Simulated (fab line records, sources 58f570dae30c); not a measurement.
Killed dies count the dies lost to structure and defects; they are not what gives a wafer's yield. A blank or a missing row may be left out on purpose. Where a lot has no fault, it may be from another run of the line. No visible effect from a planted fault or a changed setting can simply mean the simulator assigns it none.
Which tool did it? ; flow berkeley_cmos170 ; 14 lots, 42 wafers sampled, at 6 steps of a route of 331

== WHAT EACH GAUGE READ, for each wafer ==
UCB170_ACTIVE_CD_MEAS_90 targets a cd of 1200 nm.
lot;measured;on;cd_nm (nm)
L583;day 5 12:02;cd_sem-02;1199.3 1199.7 1199.7
L584;day 5 20:37;cd_sem-02;1202.6 1203.7 1202.9
L586;day 6 06:50;cd_sem-01;1199.0 1198.8 1199.3
L585;day 6 07:02;cd_sem-02;1197.2 1197.4 1197.2
L587;day 6 15:44;cd_sem-01;1199.7 1200.2 1200.5
L589;day 6 16:02;cd_sem-02;1199.2 1199.6 1198.6
L590;day 6 16:18;cd_sem-01;1199.2 1200.2 1200.9
L592;day 7 18:13;cd_sem-01;1199.1 1199.7 1199.2
L594;day 7 18:52;cd_sem-02;1199.4 1199.2 1198.1
L597;day 7 19:07;cd_sem-02;1199.2 1199.0 1198.4
L596;day 7 18:30;cd_sem-02;1198.0 1196.9 1198.6
L598;day 8 07:35;cd_sem-02;1199.8 1199.6 1199.7
L600;day 8 08:02;cd_sem-01;1202.8 1203.2 1202.6
L604;day 9 10:34;cd_sem-01;1199.8 1201.6 1200.3

UCB170_V2_CD_MEAS_90 targets a cd of 700 nm.
lot;measured;on;cd_nm (nm)
L583;day 9 02:56;cd_sem-01;700.4 701.1 702.4
L584;day 10 04:30;cd_sem-02;699.7 698.5 699.2
L586;day 10 06:10;cd_sem-01;697.6 697.3 699.1
L585;day 10 05:39;cd_sem-02;699.6 699.6 699.4
L587;day 11 07:28;cd_sem-01;698.4 698.8 698.2
L589;day 11 03:58;cd_sem-01;697.7 699.5 698.3
L590;day 11 08:32;cd_sem-01;699.4 701.4 701.4
L592;day 12 02:44;cd_sem-01;700.1 702.7 708.3
L594;day 11 20:17;cd_sem-01;708.5 700.4 701.2
L597;day 12 02:36;cd_sem-01;698.2 697.6 698.7
L596;day 12 01:45;cd_sem-01;699.4 699.4 699.3
L598;day 13 07:46;cd_sem-01;700.8 698.8 700.8
L600;day 13 09:12;cd_sem-01;699.7 698.0 700.7
L604;day 13 09:47;cd_sem-02;698.3 696.2 697.1

== WHAT TOOL EACH LOT RAN ON (gives the tool, then ch and the chambers of the sampled wafers, and finally the start) ==
lot;UCB170_ZERO_ETCH_06;UCB170_GATE_ETCH_15;UCB170_V2_ETCH_14;UCB170_V2_STRIP_15
L583;rie_diel-01 ch 0,1,3, day 1 23:26;rie_si-01 ch 1,2,3, day 7 11:26;rie_diel-02 ch 2,3, day 9 02:38;plasma_asher-03 ch 0,1, day 9 02:49
L584;rie_diel-04 ch 0,1, day 2 07:02;rie_si-02 ch 0,1,2, day 8 07:04;rie_diel-01 ch 2,3, day 10 04:12;plasma_asher-02 ch 1, day 10 04:23
L586;rie_diel-04 ch 1,2,3, day 2 21:29;rie_si-01 ch 0,1, day 8 14:49;rie_diel-02 ch 1,2, day 10 05:51;plasma_asher-02 ch 0,1, day 10 06:04
L585;rie_diel-03 ch 0,1,2, day 2 21:57;rie_si-01 ch 0,1,3, day 8 14:58;rie_diel-04 ch 1,2, day 10 05:22;plasma_asher-03 ch 0,1, day 10 05:33
L587;rie_diel-04 ch 0,1,2, day 3 05:41;rie_si-02 ch 1,2,3, day 9 05:17;rie_diel-02 ch 0,2,3, day 11 07:11;plasma_asher-04 ch 0,1, day 11 07:22
L589;rie_diel-04 ch 1,2,3, day 3 13:00;rie_si-01 ch 1,3, day 9 05:24;rie_diel-04 ch 1,2,3, day 11 03:39;plasma_asher-03 ch 0,1, day 11 03:52
L590;rie_diel-04 ch 1,2,3, day 3 13:14;rie_si-02 ch 1,2, day 9 05:31;rie_diel-01 ch 0,1,3, day 11 08:10;plasma_asher-04 ch 1, day 11 08:20
L592;rie_diel-03 ch 0,2,3, day 4 01:34;rie_si-02 ch 0,1,3, day 10 02:38;rie_diel-04 ch 0,1,3, day 12 02:26;plasma_asher-04 ch 0,1, day 12 02:37
L594;rie_diel-01 ch 1,3, day 4 19:28;rie_si-02 ch 0,2,3, day 10 02:17;rie_diel-04 ch 0,1,3, day 11 19:57;plasma_asher-02 ch 0,1, day 11 20:08
L597;rie_diel-03 ch 0,1, day 5 06:13;rie_si-02 ch 0,1,3, day 10 02:53;rie_diel-01 ch 0,2,3, day 12 02:18;plasma_asher-02 ch 0,1, day 12 02:29
L596;rie_diel-04 ch 0,2, day 5 06:17;rie_si-01 ch 1,2,3, day 10 02:46;rie_diel-02 ch 0,2, day 12 01:29;plasma_asher-04 ch 0,1, day 12 01:39
L598;rie_diel-01 ch 0,1,2, day 5 12:02;rie_si-02 ch 0,1,2, day 10 16:45;rie_diel-01 ch 1,2,3, day 13 07:29;plasma_asher-02 ch 0,1, day 13 07:40
L600;rie_diel-04 ch 1,2, day 5 16:05;rie_si-01 ch 1,3, day 10 17:41;rie_diel-01 ch 1,2,3, day 13 08:53;plasma_asher-04 ch 0,1, day 13 09:06
L604;rie_diel-01 ch 1,2,3, day 6 11:04;rie_si-01 ch 1,2,3, day 11 20:07;rie_diel-02 ch 1,2,3, day 13 09:29;plasma_asher-02 ch 0,1, day 13 09:40
- UCB170_ZERO_ETCH_06: etches SiO2 in CHF3/CF4/Ar, time 11.54 s.
- UCB170_GATE_ETCH_15: etches poly-Si in HBr/Cl2, stops on SiO2, time 56.3 s, target depth 278.2 nm.
- UCB170_V2_ETCH_14: etches SiO2 in CHF3/CF4/Ar, stops on Al, target depth 1250 nm, time 291 s.
- UCB170_V2_STRIP_15: strips in O2.

== WHAT THE TOOLS THEMSELVES READ (means of the sampled wafers that have a number; where no wafer has one, the mark that the record gives instead) ==
UCB170_ZERO_ETCH_06.
lot;tool;drypump_motor_current_A (A);oes_product_au (a.u.);throttle_valve_pct (%)
L583;rie_diel-01;5.9;0.621;9.34
L584;rie_diel-04;5.6;0.620;9.23
L586;rie_diel-04;5.8;0.624;9.23
L585;rie_diel-03;5.6;0.631;9.23
L587;rie_diel-04;5.7;0.626;9.20
L589;rie_diel-04;5.8;0.624;9.23
L590;rie_diel-04;5.8;0.617;9.23
L592;rie_diel-03;5.7;0.633;9.30
L594;rie_diel-01;6.2;0.621;9.33
L597;rie_diel-03;5.8;0.631;9.26
L596;rie_diel-04;5.7;0.633;9.19
L598;rie_diel-01;5.8;0.629;9.34
L600;rie_diel-04;5.7;0.626;9.21
L604;rie_diel-01;6.0;0.620;9.34

UCB170_GATE_ETCH_15.
lot;tool;drypump_motor_current_A (A);oes_product_au (a.u.);throttle_valve_pct (%)
L583;rie_si-01;5.7;0.822;26.34
L584;rie_si-02;5.4;0.820;26.24
L586;rie_si-01;5.3;0.844;26.58
L585;rie_si-01;5.4;0.829;26.39
L587;rie_si-02;5.1;0.823;26.19
L589;rie_si-01;5.8;0.823;26.37
L590;rie_si-02;5.0;0.831;26.17
L592;rie_si-02;5.6;0.823;26.45
L594;rie_si-02;5.4;0.829;26.29
L597;rie_si-02;5.6;0.820;26.44
L596;rie_si-01;5.6;0.819;26.35
L598;rie_si-02;5.4;0.819;26.26
L600;rie_si-01;5.6;0.808;26.21
L604;rie_si-01;5.7;0.817;26.35

UCB170_V2_ETCH_14.
lot;tool;drypump_motor_current_A (A);oes_product_au (a.u.);throttle_valve_pct (%)
L583;rie_diel-02;5.6;0.871;6.99
L584;rie_diel-01;6.3;0.866;6.97
L586;rie_diel-02;5.7;0.854;7.06
L585;rie_diel-04;5.7;0.880;6.91
L587;rie_diel-02;5.3;0.888;6.88
L589;rie_diel-04;5.8;0.875;6.93
L590;rie_diel-01;5.9;0.877;7.02
L592;rie_diel-04;5.7;0.875;6.95
L594;rie_diel-04;5.7;0.886;6.96
L597;rie_diel-01;6.0;0.870;6.96
L596;rie_diel-02;5.3;0.874;6.98
L598;rie_diel-01;6.1;0.880;7.04
L600;rie_diel-01;6.1;0.875;7.04
L604;rie_diel-02;5.7;0.876;6.97

UCB170_V2_STRIP_15.
lot;tool;drypump_motor_current_A (A);oes_product_au (a.u.);strip_time_to_endpoint_s (s)
L583;plasma_asher-03;5.8;0.723;15.17
L584;plasma_asher-02;6.1;0.725;15.10
L586;plasma_asher-02;6.0;0.723;15.18
L585;plasma_asher-03;6.1;0.717;15.10
L587;plasma_asher-04;5.4;0.720;15.15
L589;plasma_asher-03;6.1;0.723;15.17
L590;plasma_asher-04;5.5;0.722;15.14
L592;plasma_asher-04;5.4;0.706;13.61
L594;plasma_asher-02;6.0;0.712;13.76
L597;plasma_asher-02;6.1;0.728;15.00
L596;plasma_asher-04;5.4;0.717;15.09
L598;plasma_asher-02;6.0;0.720;15.02
L600;plasma_asher-04;5.4;0.719;15.07
L604;plasma_asher-02;6.0;0.722;15.20

== THE ANSWER, worked out from the rows above alone ==
Rule: usual is defined by the lots themselves. The widest of any qualifying gaps counts: lots, ordered by their means at a reading, are off when they make up no more than a third of the lots, leave a main group of 4 or more, and stand apart from it by 3 or more times the standard deviation of that group's means. A main group is skipped when, at the precision printed for the reading in the tables above, its means are all equal. A lot without any number at a reading at which 4 lots or more have one is off too. The other lots that the step has rows for count as sound. After the gauges, taken in route order, come the tools' own readings; for these a lot's mean is taken, as printed above. At the first step where some lot is off, the reading lying furthest off is the one used; lots without a number count as furthest.
Off, at UCB170_V2_STRIP_15 on strip_time_to_endpoint_s: L592, L594. For the main group the mean is 15.12 s and the standard deviation 0.061.
A tool fits if, at that step or a process step before it, it ran every lot that is off, and no sound lot after the first of them. One fits: rie_diel-04 at UCB170_V2_ETCH_14. Its last sound lot is L589 (day 11 03:39), its first lot that is off L594 (day 11 19:57): a fault that began between those two fits.

== WHAT THE SIMULATOR PUT IN ==
rie_diel-04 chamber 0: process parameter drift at UCB170_V2_ETCH_14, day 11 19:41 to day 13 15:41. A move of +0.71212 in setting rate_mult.
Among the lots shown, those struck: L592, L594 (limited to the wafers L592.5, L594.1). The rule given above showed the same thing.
